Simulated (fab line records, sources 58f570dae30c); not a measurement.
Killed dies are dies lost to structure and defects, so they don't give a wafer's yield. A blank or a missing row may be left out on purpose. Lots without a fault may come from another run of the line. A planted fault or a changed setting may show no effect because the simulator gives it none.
Chamber matching | flow berkeley_cmos170 | UCB170_GATE_ETCH_15 on rie_si-01: 4 sister chambers
The step etches poly-Si in HBr/Cl2, stops on SiO2, time 56.3 s, target depth 278.2 nm. 4 wafers are shown with their chamber, then 7 later ones without.

WAFERS WITH THEIR CHAMBER
wafer  | chamber | throttle_valve_pct (%)
L304.6 | 1       | 25.8
L302.4 | 0       | 25.8
L307.3 | 3       | 26.6
L307.4 | 2       | 26.4

WAFERS WITHOUT THEIR CHAMBER
wafer  | throttle_valve_pct (%)
L307.6 | 26.6
L305.2 | 26.4
L305.3 | 26.6
L305.4 | 25.9
L312.1 | 26.4
L312.4 | 26.6
L312.6 | 26.4

WHICH CHAMBER EACH WENT THROUGH
wafer  | from the rows above     | in truth
L307.6 | 3                       | 3
L305.2 | 2                       | 2
L305.3 | 3                       | 3
L305.4 | can't be placed: 0 or 1 | 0
L312.1 | 2                       | 2
L312.4 | 3                       | 3
L312.6 | 2                       | 2
Placed correctly: 6 of 7. Can't be placed from these rows: 1 (the true chamber is among the candidates in 1). Placed wrongly: 0.
How it was worked out, from the rows above alone: a wafer's distance from a chamber is the root of the sum, over the readings, of the square of ((its reading less the chamber's mean) divided by the reading's scatter). The wafer belongs to the nearest chamber; if the next one is less than 2 further off, it can't be placed. A chamber's mean is the mean of its shown wafers. The scatter: with one shown wafer a chamber, the root of the mean of the squares of how far each hidden wafer lies from its nearest shown one.
